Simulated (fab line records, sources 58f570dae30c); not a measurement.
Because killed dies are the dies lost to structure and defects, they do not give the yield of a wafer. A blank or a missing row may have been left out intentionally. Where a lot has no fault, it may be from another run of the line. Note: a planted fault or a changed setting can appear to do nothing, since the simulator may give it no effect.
The tool behind it: which one? + flow berkeley cmos170 + 14 lots, 42 wafers sampled, at 7 steps of a route of 331

== WHAT EACH GAUGE READ, for each wafer ==
UCB170_NWELL_TW_MEAS_16.
| lot  | measured    | on            | NWELL_TW       |
|------|-------------|---------------|----------------|
| L959 | day 2 16:43 | film metro-03 | 1254 1245 1247 |
| L960 | day 2 22:01 | film metro-04 | 1219 1219 1227 |
| L962 | day 3 06:05 | film metro-01 | 1246 1246 1242 |
| L963 | day 3 06:29 | film metro-01 | 1249 1246 1249 |
| L965 | day 3 14:28 | film metro-01 | 1246 1248 1247 |
| L968 | day 4 09:50 | film metro-04 | 1207 1218 1226 |
| L970 | day 4 18:20 | film metro-01 | 1224 1230 1226 |
| L972 | day 5 04:36 | film metro-01 | 1233 1233 1232 |
| L974 | day 5 18:52 | film metro-03 | 1251 1251 1257 |
| L976 | day 6 12:02 | film metro-01 | 1219 1223 1220 |
| L978 | day 6 21:14 | film metro-04 | 1229 1230 1237 |
| L981 | day 7 06:26 | film metro-04 | 1220 1229 1223 |
| L980 | day 7 06:39 | film metro-04 | 1228 1222 1227 |
| L982 | day 7 10:37 | film metro-03 | 1258 1253 1249 |

UCB170_PSD_CD_MEAS_06 targets a cd of 1200 nm.
| lot  | measured     | on        | cd nm (nm)           |
|------|--------------|-----------|----------------------|
| L959 | day 8 05:50  | cd sem-01 | 1199.8 1198.7 1199.5 |
| L960 | day 8 06:09  | cd sem-02 | 1197.9 1200.8 1200.3 |
| L962 | day 8 14:57  | cd sem-01 | 1199.5 1199.9 1200.7 |
| L963 | day 8 14:38  | cd sem-02 | 1199.4 1198.6 1200.4 |
| L965 | day 9 08:10  | cd sem-01 | 1199.1 1198.7 1197.6 |
| L968 | day 10 04:24 | cd sem-01 | 1198.8 1199.4 1201.3 |
| L970 | day 10 10:01 | cd sem-02 | 1199.9 1200.3 1200.2 |
| L972 | day 10 19:11 | cd sem-02 | 1200.5 1199.6 1198.4 |
| L974 | day 11 06:52 | cd sem-02 | 1201.7 1200.1 1201.9 |
| L976 | day 11 21:40 | cd sem-02 | 1200.3 1200.1 1201.2 |
| L978 | day 12 07:29 | cd sem-02 | 1199.4 1200.4 1201.0 |
| L981 | day 12 07:05 | cd sem-02 | 1199.8 1199.1 1199.1 |
| L980 | day 12 07:36 | cd sem-02 | 1202.1 1203.8 1203.3 |
| L982 | day 12 17:17 | cd sem-02 | 1197.9 1199.8 1199.5 |

UCB170_SDANNEAL_RS_MEAS_02: uses a four-point probe to measure.
| lot  | measured     | on            | PSD_RS (ohm/sq)   |
|------|--------------|---------------|-------------------|
| L959 | day 8 11:10  | film metro-03 | 75.01 75.36 75.31 |
| L960 | day 8 10:57  | film metro-02 | 75.87 76.16 75.83 |
| L962 | day 8 18:47  | film metro-03 | 65.51 65.53 65.72 |
| L963 | day 8 18:34  | film metro-04 | 75.47 75.47 75.60 |
| L965 | day 9 13:46  | film metro-03 | 65.42 65.43 65.57 |
| L968 | day 10 07:49 | film metro-03 | 75.15 75.24 75.08 |
| L970 | day 10 13:02 | film metro-02 | 75.66 75.83 75.65 |
| L972 | day 11 01:16 | film metro-04 | 75.46 75.51 75.35 |
| L974 | day 11 10:19 | film metro-03 | 74.85 75.25 75.48 |
| L976 | day 12 04:29 | film metro-03 | 75.67 75.57 75.44 |
| L978 | day 12 10:50 | film metro-04 | 75.76 75.71 75.68 |
| L981 | day 12 10:31 | film metro-03 | 75.48 75.82 76.01 |
| L980 | day 12 10:58 | film metro-02 | 75.52 75.14 75.39 |
| L982 | day 12 21:29 | film metro-02 | 75.65 75.31 75.64 |

UCB170_SDANNEAL_RS_MEAS_03: uses a four-point probe to measure.
| lot  | measured     | on            | NSD_RS (ohm/sq)   |
|------|--------------|---------------|-------------------|
| L959 | day 8 11:17  | film metro-03 | 37.33 37.31 37.37 |
| L960 | day 8 11:04  | film metro-02 | 37.31 37.34 37.24 |
| L962 | day 8 18:55  | film metro-03 | 35.55 35.49 35.58 |
| L963 | day 8 18:41  | film metro-04 | 37.21 37.44 37.19 |
| L965 | day 9 13:53  | film metro-03 | 35.76 35.83 35.78 |
| L968 | day 10 07:56 | film metro-03 | 37.25 37.26 37.40 |
| L970 | day 10 13:09 | film metro-02 | 37.44 37.49 37.36 |
| L972 | day 11 01:23 | film metro-04 | 37.35 37.27 37.29 |
| L974 | day 11 10:26 | film metro-03 | 37.30 37.27 37.22 |
| L976 | day 12 04:37 | film metro-03 | 37.19 37.16 37.15 |
| L978 | day 12 10:57 | film metro-04 | 37.27 37.29 37.27 |
| L981 | day 12 10:38 | film metro-03 | 37.32 37.33 37.21 |
| L980 | day 12 11:05 | film metro-02 | 37.40 37.40 37.43 |
| L982 | day 12 21:37 | film metro-02 | 37.42 37.41 37.40 |

UCB170_SDANNEAL_RS_MEAS_04: uses a four-point probe to measure.
| lot  | measured     | on            | PLDD_RS (ohm/sq)     |
|------|--------------|---------------|----------------------|
| L959 | day 8 11:25  | film metro-03 | 1027.8 1031.7 1031.1 |
| L960 | day 8 11:11  | film metro-02 | 1031.3 1034.0 1033.2 |
| L962 | day 8 19:02  | film metro-03 | 1012.3 1012.7 1011.4 |
| L963 | day 8 18:49  | film metro-04 | 1028.0 1028.7 1030.4 |
| L965 | day 9 14:01  | film metro-03 | 1006.9 1005.7 1003.0 |
| L968 | day 10 08:04 | film metro-03 | 1027.4 1027.1 1026.7 |
| L970 | day 10 13:16 | film metro-02 | 1034.6 1035.1 1031.2 |
| L972 | day 11 01:30 | film metro-04 | 1031.9 1033.8 1031.1 |
| L974 | day 11 10:34 | film metro-03 | 1034.1 1031.0 1032.7 |
| L976 | day 12 04:44 | film metro-03 | 1027.9 1025.5 1026.7 |
| L978 | day 12 11:04 | film metro-04 | 1028.1 1029.2 1026.8 |
| L981 | day 12 10:45 | film metro-03 | 1031.4 1032.0 1032.6 |
| L980 | day 12 11:12 | film metro-02 | 1033.2 1032.5 1031.0 |
| L982 | day 12 21:44 | film metro-02 | 1035.2 1036.7 1037.0 |

== WHICH TOOL RAN EACH LOT (tool, then ch and the chambers of the sampled wafers, then the start) ==
| lot  | UCB170_NSD_STRIP_09                  | UCB170_SDANNEAL_RTA_01           |
|------|--------------------------------------|----------------------------------|
| L959 | plasma asher-01 ch 0,1, day 8 09:29  | rtp anneal-02 ch 0, day 8 10:56  |
| L960 | plasma asher-03 ch 0,1, day 8 09:25  | rtp anneal-01 ch 0, day 8 10:52  |
| L962 | plasma asher-02 ch 0,1, day 8 17:36  | rtp anneal-01 ch 0, day 8 18:43  |
| L963 | plasma asher-01 ch 0,1, day 8 17:22  | rtp anneal-02 ch 0, day 8 18:30  |
| L965 | plasma asher-01 ch 0,1, day 9 11:55  | rtp anneal-01 ch 0, day 9 13:41  |
| L968 | plasma asher-02 ch 0,1, day 10 06:26 | rtp anneal-02 ch 0, day 10 07:44 |
| L970 | plasma asher-01 ch 0,1, day 10 11:47 | rtp anneal-02 ch 0, day 10 12:58 |
| L972 | plasma asher-03 ch 1, day 10 22:52   | rtp anneal-02 ch 0, day 11 01:11 |
| L974 | plasma asher-02 ch 0,1, day 11 08:49 | rtp anneal-02 ch 0, day 11 10:12 |
| L976 | plasma asher-03 ch 0,1, day 12 02:35 | rtp anneal-01 ch 0, day 12 04:25 |
| L978 | plasma asher-03 ch 0,1, day 12 09:39 | rtp anneal-02 ch 0, day 12 10:46 |
| L981 | plasma asher-01 ch 0,1, day 12 09:19 | rtp anneal-01 ch 0, day 12 10:26 |
| L980 | plasma asher-01 ch 0,1, day 12 09:46 | rtp anneal-02 ch 0, day 12 10:54 |
| L982 | plasma asher-01 ch 0,1, day 12 19:52 | rtp anneal-02 ch 0, day 12 21:25 |
- UCB170_NSD_STRIP_09: strips in O2.
- UCB170_SDANNEAL_RTA_01: time 5 s.

== WHAT THE TOOLS THEMSELVES READ (means of the sampled wafers that have a number; where no wafer has one, the mark that the record gives instead) ==
UCB170_NSD_STRIP_09.
| lot  | tool            | drypump motor current A (A) | oes product au (a.u.) | strip time to endpoint s (s) |
|------|-----------------|-----------------------------|-----------------------|------------------------------|
| L959 | plasma asher-01 | 6.2                         | 0.537                 | 35.78                        |
| L960 | plasma asher-03 | 5.5                         | 0.529                 | 35.85                        |
| L962 | plasma asher-02 | 6.0                         | 0.529                 | 35.80                        |
| L963 | plasma asher-01 | 6.2                         | 0.535                 | 35.72                        |
| L965 | plasma asher-01 | 6.2                         | 0.533                 | 35.70                        |
| L968 | plasma asher-02 | 5.9                         | 0.535                 | 35.88                        |
| L970 | plasma asher-01 | 6.3                         | 0.535                 | 35.77                        |
| L972 | plasma asher-03 | 5.6                         | 0.540                 | 35.82                        |
| L974 | plasma asher-02 | 5.8                         | 0.536                 | 35.82                        |
| L976 | plasma asher-03 | 5.5                         | 0.530                 | 35.83                        |
| L978 | plasma asher-03 | 5.5                         | 0.535                 | 35.78                        |
| L981 | plasma asher-01 | 6.3                         | 0.537                 | 35.85                        |
| L980 | plasma asher-01 | 6.2                         | 0.540                 | 35.96                        |
| L982 | plasma asher-01 | 6.2                         | 0.535                 | 35.86                        |

UCB170_SDANNEAL_RTA_01.
| lot  | tool          | lamp power pct (%) | wafer_temp_C_max |
|------|---------------|--------------------|------------------|
| L959 | rtp anneal-02 | 45                 | 1057.9           |
| L960 | rtp anneal-01 | 37                 | 1054.0           |
| L962 | rtp anneal-01 | 39                 | 1079.3           |
| L963 | rtp anneal-02 | 45                 | 1057.6           |
| L965 | rtp anneal-01 | 39                 | 1078.6           |
| L968 | rtp anneal-02 | 45                 | 1057.5           |
| L970 | rtp anneal-02 | 45                 | 1056.6           |
| L972 | rtp anneal-02 | 45                 | 1057.4           |
| L974 | rtp anneal-02 | 45                 | 1058.2           |
| L976 | rtp anneal-01 | 37                 | 1054.3           |
| L978 | rtp anneal-02 | 45                 | 1056.5           |
| L981 | rtp anneal-01 | 37                 | 1054.1           |
| L980 | rtp anneal-02 | 45                 | 1056.3           |
| L982 | rtp anneal-02 | 45                 | 1055.9           |

== THE ANSWER, worked out from the rows above alone ==
Rule: the lots themselves supply what counts as usual. The widest of any qualifying gaps counts: lots, ordered by their means at a reading, are off when they make up no more than a third of the lots, leave a main group of 4 or more, and stand apart from it by 3 or more times the standard deviation of that group's means. A main group whose means are all the same, to the digits that the tables above print for the reading, isn't used. Also off: a lot with no number at a reading for which 4 or more lots have one. All remaining lots with rows at the step are treated as sound. After the gauges, taken in route order, come the tools' own readings; for these a lot's mean is taken, as printed above. The first step at which some lot is off is used, and at that step the reading that is off furthest; a lot without a number counts as furthest.
Off: L962, L965, at UCB170_SDANNEAL_RS_MEAS_02 (PSD_RS). Mean 75.51 ohm/sq and standard deviation 0.24 in the main group.
If a tool, at a process step before that reading, ran all the lots that are off and no sound lot after the first of them, it fits. The gauges at UCB170_SDANNEAL_RS_MEAS_02 aren't tried: what is off there is off at UCB170_SDANNEAL_RTA_01 too, on other tools, and a gauge's error can't cause that. Not one of the candidates tried fits.

== WHAT WAS PUT IN BY THE SIMULATOR ==
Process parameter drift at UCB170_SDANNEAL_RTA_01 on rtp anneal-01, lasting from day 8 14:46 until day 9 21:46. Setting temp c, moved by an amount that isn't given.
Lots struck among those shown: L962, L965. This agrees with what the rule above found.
